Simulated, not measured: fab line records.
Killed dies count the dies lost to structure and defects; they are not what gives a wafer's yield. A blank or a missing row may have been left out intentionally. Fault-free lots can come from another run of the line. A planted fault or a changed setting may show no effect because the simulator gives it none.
Chamber matching ; flow berkeleyCmos170 ; rieSi-01 running UCB170_GATE_ETCH_15: 4 sister chambers
The step etches poly-Si in HBr/Cl2, stops on SiO2, time 56.3 s, target depth 278.2 nm. 8 wafers are shown with their chamber, then 9 later ones without.

EACH WAFER AND ITS CHAMBER
wafer;chamber;throttleValvePct (%);drypumpMotorCurrentA (A)
L852.5;3;26.31;5.7
L853.2;0;26.13;6.0
L857.1;1;26.79;6.0
L857.4;2;26.42;5.1
L857.5;1;26.81;5.9
L855.2;0;26.14;5.9
L855.3;2;26.42;5.1
L855.4;3;26.32;5.7

WAFERS MISSING THEIR CHAMBER
wafer;throttleValvePct (%);drypumpMotorCurrentA (A)
L865.1;26.80;5.9
L865.3;26.12;5.9
L865.6;26.33;5.7
L863.2;26.13;6.0
L863.3;26.78;6.0
L863.6;26.40;5.1
L866.4;26.79;5.9
L866.5;26.32;5.7
L866.6;26.40;5.1

WHICH CHAMBER EACH WENT THROUGH
wafer;from the rows above;in truth
L865.1;1;1
L865.3;0;0
L865.6;3;3
L863.2;0;0
L863.3;1;1
L863.6;2;2
L866.4;1;1
L866.5;3;3
L866.6;2;2
Placed correctly: 9 of 9. Number that these rows cannot place: 0. Placed wrongly: 0.
How it was worked out, from the rows above alone: a wafer's distance from a chamber is the root of the sum, over the readings, of the square of ((its reading less the chamber's mean) divided by the reading's scatter). If the next closest chamber is less than 2 further off than the closest, the wafer can't be placed; otherwise it belongs to the closest. For every chamber, the mean is computed from those of its wafers that are shown. The scatter: the root of (the sum of the squares of (reading less its chamber's mean) over the shown wafers, divided by (wafers less chambers)).
